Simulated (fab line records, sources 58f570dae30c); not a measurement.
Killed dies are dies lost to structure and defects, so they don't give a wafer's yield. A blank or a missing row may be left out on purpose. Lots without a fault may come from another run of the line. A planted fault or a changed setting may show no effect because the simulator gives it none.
fab line records | flow berkeley_cmos170
record lots=6 wafers=18 last_day=13
route steps=331 shown M1@251 V1@254
lots that met no fault: from a run of the same line without faults
start_h: hours from the record's first day to the start of the lot's first wafer shown | wait_h: hours since the lot's step before | " the same as in the row above | L1.1+2: a row that stands for several wafers | - no value, or no start given | * or withheld: withheld | < > ~ a bound
route shown NAME@n: a module of which the file shows steps, and the number in the route of the first | usual: mean/standard deviation of fault-free wafers | same: alike in all rows | chamber/n: place in a boat | sites: the reading at each site | _std_site: their standard deviation | _edge_site: outer sites' mean less inner sites' | radius_mm: how far each site lies from the wafer's centre | mask NAME#n: copy n | behind: the tool/chamber that last shaped the wafer | hold: why the lot was held/for how many hours/how that ended | device: the transistor (n, p or np) that didn't switch | end of line: the same wafers' tests at the end of the route | a step without rows: its recipe alone | killed: dies lost to structure and defects at the first sort, not the wafer's yield | map: a wafer's dies, x killed, . not, _ none there
set.NAME: the setting as run; set.NAME@STEP: as run at that earlier step | model.NAME: the simulator's own value behind a step, which no gauge read
lots at some steps of the route; a table a step, a row a wafer
services: from which hour (start_h, from the record's first day; less than 0 if before it) a tool's chamber was out of use, for how many hours, and why
## steps
# step UCB170_M1_STRIP_13
# recipe chemistry=O2 power_w=400 pressure_mtorr=3500 platen_temp_c=withheld o2_flow_sccm=400 overash_fraction=0.5
# usual drypump_motor_current_A=5.6/0.45 oes_product_au=0.720/0.0047
# same overash_fraction=0.5
# columns lot.wafer tool chamber start_h wait_h drypump_motor_current_A oes_product_au rf_hours_counter_h
L875.3 plasma_asher-04 1 186.79 0.1 6.2 0.719 -
L875.4 " 0 " " 5.8 0.720 -
L875.5 " 1 " " 6.2 0.714 -
L883.2 plasma_asher-04 0 218.39 0.1 5.8 0.720 53
L883.4 " 0 " " 5.7 0.719 -
L883.6 " 0 " " 5.7 0.710 -
L886.2 plasma_asher-03 1 251.22 0.1 5.8 0.716 53
L886.3 " 1 " " 5.7 0.718 -
L886.5 " 1 " " 5.8 0.712 -
L887.1 plasma_asher-02 0 251.74 0.1 5.5 0.716 14
L887.3 " 0 " " 5.5 0.721 -
L887.4 " 1 " " 4.7 0.716 -
L890.3 plasma_asher-02 1 261.17 0.2 4.8 0.716 -
L890.4 " 0 " " 5.5 0.722 -
L890.6 " 0 " " 5.5 0.716 -
L894.3 plasma_asher-03 0 287.51 0.1 5.2 0.718 -
L894.4 " 1 " " 5.8 0.722 -
L894.6 " 1 " " 5.8 0.719 -
# step UCB170_M1_CD_MEAS_90
# recipe target_cd_nm=700
# usual cd_nm=701/3.2
# columns lot.wafer tool chamber start_h wait_h cd_nm
L875.3 cd_sem-01 - 186.89 0.1 701
L875.4 " - " " 703
L875.5 " - " " 701
L883.2 cd_sem-02 - 218.51 0.1 706
L883.4 " - " " 703
L883.6 " - " " 699
L886.2 cd_sem-01 - 251.34 0.1 700
L886.3 " - " " 701
L886.5 " - " " 701
L887.1 cd_sem-02 - 251.84 0.1 706
L887.3 " - " " 696
L887.4 " - " " 706
L890.3 cd_sem-01 - 261.28 0.1 695
L890.4 " - " " 697
L890.6 " - " " 696
L894.3 cd_sem-02 - 287.62 0.1 704
L894.4 " - " " 702
L894.6 " - " " 704
# step UCB170_M1_ANNEAL_14
# recipe temp_c=400 time_s=1200 ambient=forming_gas
# step UCB170_V1_CVD_00
# recipe material=SiO2 target_thk_nm=2000 temp_c=390 precursor=TEOS/O2 time_s=250 rf_w=550 pressure_mtorr=9000
# usual heater_power_w=273/60
# same time_s=250
# columns lot.wafer tool chamber start_h wait_h heater_power_w
L875.3 pecvd-03 0 188.31 0.0 257
L875.4 " 2 " " 237
L875.5 " 1 " " 239
L883.2 pecvd-01 0 219.94 0.0 269
L883.4 " 0 " " 338
L883.6 " 2 " " 200
L886.2 pecvd-04 0 252.77 0.0 270
L886.3 " 1 " " 366
L886.5 " 0 " " 215
L887.1 pecvd-01 0 254.10 0.0 348
L887.3 " 1 " " 392
L887.4 " 1 " " 292
L890.3 pecvd-04 1 262.69 0.0 369
L890.4 " 0 " " 221
L890.6 " 2 " " 243
L894.3 pecvd-04 0 289.03 0.0 305
L894.4 " 1 " " 281
L894.6 " 0 " " 216
# step UCB170_V1_THK_MEAS_01
# recipe reads=SiO2_of_V1_CVD_00
# usual V1_TEOS_THK=2002/30
# columns lot.wafer tool chamber start_h wait_h V1_TEOS_THK[nm]
L875.3 film_metro-04 - 188.48 0.1 1960
L875.4 " - " " 2038
L875.5 " - " " 2005
L883.2 film_metro-01 - 220.11 0.1 1973
L883.4 " - " " 1998
L883.6 " - " " 2024
L886.2 film_metro-01 - 252.94 0.1 1964
L886.3 " - " " 1999
L886.5 " - " " 1990
L887.1 film_metro-01 - 254.26 0.1 1962
L887.3 " - " " 2006
L887.4 " - " " 2046
L890.3 film_metro-04 - 262.87 0.1 2016
L890.4 " - " " 2019
L890.6 " - " " 2070
L894.3 film_metro-01 - 289.21 0.1 1963
L894.4 " - " " 2018
L894.6 " - " " 1979
# step UCB170_V1_CMP_02
# recipe material=SiO2 down_force_psi=6 platen_rpm=60 pad_velocity_m_s=0.75398
# usual edge_zone_pressure_frac=1.000/0.0055 head_pressure_psi=5.999/0.011 motor_current_A=15.6/1.6
# columns lot.wafer tool chamber start_h wait_h edge_zone_pressure_frac head_pressure_psi motor_current_A
L875.3 cmp-02 3 188.52 0.0 1.002 6.011 14.5
L875.4 " 0 " " 0.999 5.985 17.2
L875.5 " 3 " " 0.998 5.992 14.4
L883.4 cmp-01 3 220.26 0.1 0.998 5.981 17.8
L883.2 " 0 " " 0.993 5.977 16.1
L883.6 " 2 " " 1.000 5.994 14.3
L886.3 cmp-01 2 253.04 0.1 0.982 6.015 14.5
L886.2 " 0 " " 0.999 6.002 15.6
L886.5 " 1 " " 1.002 5.999 14.0
L887.4 cmp-02 1 254.32 0.0 1.002 5.988 15.8
L887.1 " 3 " " 0.996 5.979 14.5
L887.3 " 0 " " 1.001 5.994 18.3
L890.4 cmp-02 0 262.91 0.0 1.006 5.995 17.3
L890.3 " 2 " " 1.003 5.997 15.3
L890.6 " 0 " " 1.002 6.016 17.3
L894.3 cmp-01 1 289.30 0.1 1.006 6.007 13.9
L894.4 " 2 " " 1.006 5.996 13.8
L894.6 " 0 " " 1.001 6.008 15.7
# step UCB170_V1_BOW_MEAS_03
# recipe mode=bow
# usual V1_BOW=17/6.5
# columns lot.wafer tool chamber start_h wait_h V1_BOW[um]
L875.3 film_metro-01 - 188.86 0.3 23
L875.4 " - " " 32
L875.5 " - " " 26
L883.2 film_metro-04 - 220.48 0.1 26
L883.4 " - " " 21
L883.6 " - " " 14
L886.2 film_metro-01 - 253.31 0.1 23
L886.3 " - " " 15
L886.5 " - " " 10
L887.1 film_metro-01 - 254.62 0.1 24
L887.3 " - " " 13
L887.4 " - " " 21
L890.3 film_metro-02 - 263.25 0.2 17
L890.4 " - " " 25
L890.6 " - " " 11
L894.3 film_metro-04 - 289.59 0.2 22
L894.4 " - " " 14
L894.6 " - " " 14
# step UCB170_V1_THK_MEAS_04
# recipe reads=SiO2_of_V1_CVD_00
# usual V1_POLISHED_THK=999.6/1.6
# columns lot.wafer tool chamber start_h wait_h V1_POLISHED_THK[nm]
L875.3 film_metro-01 - 188.96 0.1 999.9
L875.4 " - " " 999.5
L875.5 " - " " 998.7
L883.2 film_metro-04 - 220.59 0.1 1000.7
L883.4 " - " " 995.7
L883.6 " - " " 999.2
L886.2 film_metro-01 - 253.42 0.1 1000.5
L886.3 " - " " 997.3
L886.5 " - " " 999.9
L887.1 film_metro-01 - 254.74 0.1 999.3
L887.3 " - " " 1002.3
L887.4 " - " " 1001.5
L890.3 film_metro-02 - 263.35 0.1 1000.9
L890.4 " - " " 1001.3
L890.6 " - " " 1001.7
L894.3 film_metro-04 - 289.69 0.1 999.9
L894.4 " - " " 1000.6
L894.6 " - " " 999.9
# step UCB170_V1_CLEAN_05
# recipe chemistry=DIW
# step UCB170_V1_HMDS_06
# recipe prime_time_s=60 prime_temp_c=100
# step UCB170_V1_COAT_07
# recipe resist=KrF spin_rpm=1500 resist_thk_nm=900
# step UCB170_V1_SOFTBAKE_08
# recipe resist=KrF temp_c=130 time_s=58.18
# step UCB170_V1_EXPOSE_09
# recipe mask_id=VIA1 target_cd_nm=700 na=0.5 sigma_outer=0.6 source_shape=conventional dose_mj=37
# usual exposure_dose_mJ_cm2=37.07/0.039 focus_offset_nm=-0.1/0.51
# columns lot.wafer tool chamber start_h wait_h mask exposure_dose_mJ_cm2 focus_offset_nm
L875.3 krf_scanner-01 0 191.32 0.2 VIA1#0 37.08 -0.5
L875.4 " 0 " " VIA1#0 37.05 -0.1
L875.5 " 0 " " VIA1#0 37.12 -0.5
L883.2 krf_scanner-01 0 221.30 0.1 VIA1#0 37.05 1.1
L883.4 " 0 " " VIA1#0 36.99 0.5
L883.6 " 0 " " VIA1#0 37.00 0.8
L886.2 krf_scanner-01 - 254.42 0.2 VIA1#0 - -
L886.3 " - " " VIA1#0 - -
L886.5 " - " " VIA1#0 - -
L887.1 krf_scanner-02 - 255.97 0.3 VIA1#0 - -
L887.3 " - " " VIA1#0 - -
L887.4 " - " " VIA1#0 - -
L890.3 krf_scanner-02 0 264.05 0.1 VIA1#0 37.08 0.5
L890.4 " 0 " " VIA1#0 37.03 -0.3
L890.6 " 0 " " VIA1#0 37.06 0.6
L894.3 krf_scanner-01 0 293.69 0.1 VIA1#0 37.09 -0.6
L894.4 " 0 " " VIA1#0 37.10 -1.0
L894.6 " 0 " " VIA1#0 37.09 -0.4
# step UCB170_V1_PEB_10
# recipe peb_temp_c=130 peb_time_s=withheld resist=KrF
## services
# columns tool chamber start_h hours kind
krf_scanner-02 - 177.09 0.8 pm
krf_scanner-02 - 177.96 1.3 pm
krf_scanner-01 - 194.57 0.7 repair
pecvd-01 - 199.50 6.0 pm
pecvd-04 1 222.01 7.7 repair
krf_scanner-02 - 224.74 2.7 repair
krf_scanner-01 - 227.41 1.0 pm
cmp-02 - 229.55 0.8 repair
plasma_asher-03 - 230.01 2.0 repair
cmp-02 - 232.00 4.0 pm
cmp-02 - 236.00 - consumable_replace:conditioner
cmp-02 - 236.00 - consumable_replace:pad
pecvd-03 - 242.50 14.0 pm
plasma_asher-03 - 243.18 2.2 repair
krf_scanner-01 - 245.70 2.4 repair
krf_scanner-02 - 248.20 1.0 pm
pecvd-03 1 256.30 13.6 repair
krf_scanner-01 - 262.65 5.9 repair
cmp-02 - 269.71 0.4 repair
krf_scanner-01 - 270.15 4.2 repair
cmp-01 - 284.43 3.5 repair
plasma_asher-02 - 286.19 2.1 repair
krf_scanner-01 - 290.52 1.3 pm
krf_scanner-02 - 291.88 4.0 pm
## key
first_sign step=UCB170_V1_EXPOSE_09 reading=tool_record direction=missing
effect none on later readings
met_at UCB170_V1_EXPOSE_09
struck_wafers L886.2,L886.3,L886.5,L887.1,L887.3,L887.4
later_rows_left_out L886.2,L886.3,L886.5,L887.1,L887.3,L887.4
sort_left_out L886.2,L886.3,L886.5,L887.1,L887.3,L887.4
onset_between 221.30 254.42
fault kind=skipped_step_whole tool=krf_scanner-01,krf_scanner-02 chamber=- onset_h=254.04 steps=UCB170_V1_EXPOSE_09 scope=struck_lots_only
# sort_left_out: the simulated sort isn't trusted on such a fault, so these wafers' sort isn't shown, and their yield isn't known
# later_rows_left_out: the simulator's readings of these wafers behind a module that went badly wrong aren't trusted and aren't shown, but for the sort
